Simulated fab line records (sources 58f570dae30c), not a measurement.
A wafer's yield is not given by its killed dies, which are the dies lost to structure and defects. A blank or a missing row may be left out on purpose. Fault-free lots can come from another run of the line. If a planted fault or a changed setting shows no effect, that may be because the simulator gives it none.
fab line records | flow berkeleyCmos170
record lots=13 | wafers=39 | lastDay=13
route steps=331 shown V2@292
lots that met no fault: from a run of the same line without faults
startH: start of the lot's first displayed wafer, in hours after the record's first day | waitH: time in hours since the lot's previous step | " as in the row above | L1.1+2: one row covering several wafers at once | - either no value or no given start | * or withheld: withheld | < > ~ a bound
route shown NAME@n: a module of which the file shows steps, and the number in the route of the first | usual: mean/standard deviation taken from wafers without a fault | same: alike in all rows | chamber/n: place in a boat | sites: each site's reading | _std_site: standard deviation of those values | _edge_site: mean of outer sites minus mean of inner sites | radiusMm: how far each site lies from the wafer's centre | mask NAME#n: copy n | behind: the tool/chamber that last shaped the wafer | hold: the reason the lot was held/the length of the hold in hours/how it ended | device: names the non-switching transistor (n, p or np) | end of line: the tests these same wafers got at the end of their route | a step with no rows: only its recipe | killed: not the wafer's yield, but the dies lost to structure and defects at the first sort | map: shows each die of a wafer: x if killed, . if not, _ if none is there
set.NAME: the run value of the setting; set.NAME@STEP: its run value at that earlier step | model.NAME: the simulator's own value behind a step, which no gauge read
the route's steps for a sample of lots (tables are steps, rows are wafers)
services: from which hour (startH, from the record's first day; less than 0 if before it) a tool's chamber was out of use, for how many hours, and why
## steps
# step UCB170_V2_CVD_00
# recipe material=SiO2 | targetThkNm=2000 | tempC=390 | precursor=TEOS/O2 | timeS=250 | rfW=550 | pressureMtorr=9000
# usual heaterPowerW=233/49
lot.wafer | tool     | chamber | startH | waitH | heaterPowerW
L151.3    | pecvd-04 | 2       | 174.22 | 0.1   | 242
L151.5    | "        | 1       | "      | "     | 189
L151.6    | "        | 2       | "      | "     | 170
L153.1    | pecvd-01 | 2       | 188.80 | 0.1   | 253
L153.3    | "        | 0       | "      | "     | 212
L153.5    | "        | 0       | "      | "     | 264
L154.2    | pecvd-04 | 1       | 211.79 | 0.1   | 225
L154.3    | "        | 0       | "      | "     | 292
L154.4    | "        | 1       | "      | "     | 275
L156.1    | pecvd-02 | 0       | 226.44 | 0.1   | 249
L156.2    | "        | 2       | "      | "     | 251
L156.5    | "        | 0       | "      | "     | 166
L159.1    | pecvd-02 | 1       | 229.77 | 0.1   | 231
L159.2    | "        | 0       | "      | "     | 242
L159.3    | "        | 2       | "      | "     | 304
L158.2    | pecvd-04 | 0       | 230.25 | 0.1   | 327
L158.3    | "        | 2       | "      | "     | 213
L158.6    | "        | 2       | "      | "     | 170
L160.3    | pecvd-01 | 0       | 230.37 | 0.1   | 230
L160.5    | "        | 0       | "      | "     | 270
L160.6    | "        | 2       | "      | "     | 261
L163.1    | pecvd-04 | 1       | 260.43 | 0.1   | 249
L163.3    | "        | 0       | "      | "     | 275
L163.6    | "        | 2       | "      | "     | 170
L164.1    | pecvd-02 | 0       | 265.84 | 0.1   | 238
L164.2    | "        | 2       | "      | "     | 292
L164.6    | "        | 0       | "      | "     | 165
L166.2    | pecvd-04 | 1       | 276.07 | 0.1   | 204
L166.3    | "        | 2       | "      | "     | 227
L166.4    | "        | 2       | "      | "     | 174
L169.1    | pecvd-02 | 1       | 288.08 | 0.1   | 195
L169.3    | "        | 2       | "      | "     | 314
L169.5    | "        | 2       | "      | "     | 243
L170.3    | pecvd-02 | 0       | 291.53 | 0.1   | 201
L170.4    | "        | 1       | "      | "     | 153
L170.5    | "        | 0       | "      | "     | 251
L171.1    | pecvd-02 | 2       | 296.05 | 0.1   | 338
L171.2    | "        | 1       | "      | "     | 230
L171.3    | "        | 0       | "      | "     | 242
# step UCB170_V2_THK_MEAS_01
# recipe reads=SiO2_of_V2_CVD_00
# usual V2_TEOS_THK=2002/27
lot.wafer | tool         | chamber | startH | waitH | V2_TEOS_THK[nm]
L151.3    | filmMetro-03 | -       | 174.39 | 0.1   | 1985
L151.5    | "            | -       | "      | "     | 2062
L151.6    | "            | -       | "      | "     | 2052
L153.1    | filmMetro-02 | -       | 188.95 | 0.1   | 2025
L153.3    | "            | -       | "      | "     | 2019
L153.5    | "            | -       | "      | "     | 2031
L154.2    | filmMetro-04 | -       | 211.96 | 0.1   | 1976
L154.3    | "            | -       | "      | "     | 2015
L154.4    | "            | -       | "      | "     | 2004
L156.1    | filmMetro-02 | -       | 226.59 | 0.1   | 1970
L156.2    | "            | -       | "      | "     | 1995
L156.5    | "            | -       | "      | "     | 2022
L159.1    | filmMetro-04 | -       | 229.92 | 0.1   | 1977
L159.2    | "            | -       | "      | "     | 1970
L159.3    | "            | -       | "      | "     | 1958
L158.2    | filmMetro-03 | -       | 230.42 | 0.1   | 2001
L158.3    | "            | -       | "      | "     | 2012
L158.6    | "            | -       | "      | "     | 2038
L160.3    | filmMetro-04 | -       | 230.55 | 0.1   | 2002
L160.5    | "            | -       | "      | "     | 2032
L160.6    | "            | -       | "      | "     | 2049
L163.1    | filmMetro-03 | -       | 260.59 | 0.1   | 1974
L163.3    | "            | -       | "      | "     | 1969
L163.6    | "            | -       | "      | "     | 2016
L164.1    | filmMetro-04 | -       | 265.99 | 0.1   | 1970
L164.2    | "            | -       | "      | "     | 1935
L164.6    | "            | -       | "      | "     | 2011
L166.2    | filmMetro-04 | -       | 276.24 | 0.1   | 1986
L166.3    | "            | -       | "      | "     | 1972
L166.4    | "            | -       | "      | "     | 1983
L169.1    | filmMetro-03 | -       | 288.23 | 0.1   | 1954
L169.3    | "            | -       | "      | "     | 1945
L169.5    | "            | -       | "      | "     | 1948
L170.3    | filmMetro-03 | -       | 291.70 | 0.1   | 1999
L170.4    | "            | -       | "      | "     | 2049
L170.5    | "            | -       | "      | "     | 2000
L171.1    | filmMetro-04 | -       | 296.21 | 0.1   | 809
L171.2    | "            | -       | "      | "     | 827
L171.3    | "            | -       | "      | "     | 854
# step UCB170_V2_ETCH_14
# recipe chemistry=CHF3/CF4/Ar | target=SiO2 | stopOn=Al | CHF3_flow_sccm=45 | cf4FlowSccm=15 | Ar_flow_sccm=150 | pressureMtorr=200 | rfW=700 | targetDepthA=12500 | overEtchFrac=0.25 | timeS=291
# usual CHF3_flow_sccm=44.99/0.13 | cf4FlowSccm=14.99/0.05 | drypumpMotorCurrentA=5.7/0.5 | oesProductAu=0.871/0.013 | throttleValvePct=6.94/0.1
lot.wafer | tool       | chamber | startH | waitH | CHF3_flow_sccm | cf4FlowSccm | drypumpMotorCurrentA | oesProductAu | rfHoursCounterH | throttleValvePct
L151.3    | rieDiel-03 | 2       | 176.08 | 0.0   | 44.98          | 14.92       | 4.9                  | 0.879        | 114             | 6.93
L151.5    | "          | 3       | "      | "     | 45.00          | 15.02       | 6.2                  | 0.866        | -               | 6.75
L151.6    | "          | 0       | "      | "     | 44.86          | 14.98       | 5.7                  | 0.888        | -               | 7.08
L153.1    | rieDiel-03 | 3       | 190.79 | 0.0   | 44.92          | 15.01       | 6.2                  | 0.863        | 141             | 6.75
L153.3    | "          | 0       | "      | "     | 44.93          | 14.97       | 5.7                  | 0.880        | 120             | 7.08
L153.5    | "          | 3       | "      | "     | 44.91          | 14.99       | 6.2                  | 0.861        | -               | 6.76
L154.2    | rieDiel-03 | 2       | 213.94 | 0.0   | 45.02          | 15.04       | 4.9                  | 0.877        | 116             | 6.93
L154.3    | "          | 3       | "      | "     | 45.01          | 15.08       | 6.2                  | 0.863        | 142             | 6.75
L154.4    | "          | 0       | "      | "     | 44.89          | 14.94       | 5.7                  | 0.892        | 120             | 7.09
L156.1    | rieDiel-03 | 3       | 228.45 | 0.0   | 44.95          | 15.03       | 6.2                  | 0.862        | 143             | 6.77
L156.2    | "          | 2       | "      | "     | 45.04          | 14.99       | 4.9                  | 0.878        | 117             | 6.92
L156.5    | "          | 0       | "      | "     | 45.02          | 15.01       | 5.7                  | 0.891        | -               | 7.07
L159.1    | rieDiel-03 | 0       | 232.53 | 0.0   | 45.21          | 15.00       | 5.7                  | 0.879        | 122             | 7.08
L159.2    | "          | 1       | "      | "     | 45.11          | 14.97       | 6.6                  | 0.882        | 114             | 7.08
L159.3    | "          | 0       | "      | "     | 45.10          | 14.97       | 5.7                  | 0.887        | -               | 7.08
L158.2    | rieDiel-02 | 3       | 232.81 | 0.0   | 45.12          | 15.01       | 5.5                  | 0.872        | 117             | 6.94
L158.3    | "          | 2       | "      | "     | 45.17          | 15.06       | 5.9                  | 0.871        | 103             | 6.98
L158.6    | "          | 1       | "      | "     | 44.79          | 14.98       | 6.2                  | 0.888        | -               | 6.99
L160.3    | rieDiel-01 | 0       | 233.36 | 0.0   | 44.59          | 14.99       | 5.2                  | 0.873        | 126             | 6.78
L160.5    | "          | 0       | "      | "     | 44.96          | 15.02       | 5.2                  | 0.863        | -               | 6.76
L160.6    | "          | 1       | "      | "     | 45.01          | 15.00       | 5.2                  | 0.893        | -               | 6.85
L163.1    | rieDiel-02 | 1       | 263.49 | 0.0   | 45.05          | 15.04       | 6.1                  | 0.880        | 1               | 6.97
L163.3    | "          | 3       | "      | "     | 44.98          | 15.05       | 5.5                  | 0.865        | 118             | 6.93
L163.6    | "          | 0       | "      | "     | 45.16          | 14.98       | 5.6                  | 0.857        | -               | 6.94
L164.1    | rieDiel-01 | 2       | 268.25 | 0.0   | 44.81          | 15.10       | 5.5                  | 0.856        | 70              | 7.04
L164.2    | "          | 0       | "      | "     | 45.03          | 14.96       | 5.2                  | 0.873        | 128             | 6.77
L164.6    | "          | 3       | "      | "     | 45.17          | 15.06       | 5.1                  | 0.871        | -               | 6.86
L166.2    | rieDiel-01 | 2       | 278.44 | 0.0   | 45.11          | 14.91       | 5.5                  | 0.856        | 70              | 7.02
L166.3    | "          | 0       | "      | "     | 45.11          | 15.01       | 5.2                  | 0.872        | 129             | 6.76
L166.4    | "          | 2       | "      | "     | 45.04          | 14.91       | 5.5                  | 0.846        | -               | 7.04
L169.1    | rieDiel-02 | 2       | 291.63 | 0.0   | 45.10          | 14.97       | 6.0                  | 0.871        | 105             | 6.99
L169.3    | "          | 0       | "      | "     | 44.91          | 15.04       | 5.6                  | 0.850        | -               | 6.92
L169.5    | "          | 2       | "      | "     | 45.06          | 15.02       | 6.0                  | 0.867        | -               | 6.97
L170.3    | rieDiel-02 | 2       | 294.23 | 0.1   | 44.96          | 14.92       | 6.0                  | 0.870        | -               | 6.98
L170.4    | "          | 0       | "      | "     | 44.94          | 14.94       | 5.6                  | 0.853        | -               | 6.93
L170.5    | "          | 2       | "      | "     | 45.09          | 14.97       | 6.0                  | 0.873        | -               | 6.96
L171.1    | rieDiel-03 | 1       | 298.08 | 0.0   | 45.00          | 14.96       | 6.6                  | 0.785        | 117             | 7.08
L171.2    | "          | 2       | "      | "     | 44.81          | 15.10       | 4.9                  | 0.788        | 120             | 6.92
L171.3    | "          | 3       | "      | "     | 44.84          | 15.05       | 6.2                  | 0.785        | 3               | 6.76
## services
tool       | chamber | startH | hours | kind
pecvd-02   | -       | 156.50 | 0.2   | repair
rieDiel-01 | -       | 174.31 | 0.5   | repair
rieDiel-02 | 1       | 217.39 | 4.3   | repair
rieDiel-03 | 3       | 229.84 | -     | clean
rieDiel-03 | 3       | 229.84 | 18.3  | scheduledDown
rieDiel-03 | 3       | 229.84 | 18.3  | ventCycle
rieDiel-03 | 2       | 231.76 | 6.3   | repair
rieDiel-02 | 1       | 233.78 | -     | clean
rieDiel-02 | 1       | 233.78 | 12.2  | scheduledDown
rieDiel-02 | 1       | 233.78 | 12.2  | ventCycle
rieDiel-02 | 2       | 238.31 | 16.3  | repair
rieDiel-01 | 1       | 253.43 | 55.4  | repair
rieDiel-02 | -       | 257.61 | 0.5   | repair
pecvd-01   | -       | 260.60 | 1.5   | repair
pecvd-01   | -       | 265.10 | 3.4   | repair
rieDiel-02 | 1       | 280.29 | 14.8  | repair
rieDiel-01 | -       | 289.13 | 3.2   | repair
rieDiel-02 | 3       | 289.40 | 17.1  | repair
## key
firstSign step=UCB170_V2_THK_MEAS_01 | reading=V2_TEOS_THK | direction=down | sigmas=43 | usual=2002 | struck=830
effect step=UCB170_V2_ETCH_14 | reading=oesProductAu | direction=down | sigmas=6.7 | usual=0.871 | struck=0.786
metAt UCB170_V2_CVD_00
struckLots L171
sortLeftOut L171.1,L171.2,L171.3
testerLeftOut L171
onsetBetween 291.53 296.05
alsoFits time
earlierFault kind=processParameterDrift | tool=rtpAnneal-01 | chamber=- | onsetH=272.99 | steps=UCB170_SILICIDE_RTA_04 | channel=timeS | offset=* | shape=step | endH=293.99 | actsIn=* | stated=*
fault kind=processParameterDrift | tool=pecvd-02 | chamber=- | onsetH=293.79 | steps=UCB170_V2_CVD_00 | channel=targetThkNm | offset=-1135.9 | shape=step | endH=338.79 | actsIn=theseRecipesOnly | stated=2000
# testerLeftOut: of these lots the tester's yield and bins aren't shown, on N5 and GAA mostly nor the transistor test; their killed dies are dies lost to structure and defects alone, not to doping, threshold or leakage, so they don't give the yield
# sortLeftOut: the simulated sort isn't trusted on such a fault, so these wafers' sort isn't shown, and their yield isn't known
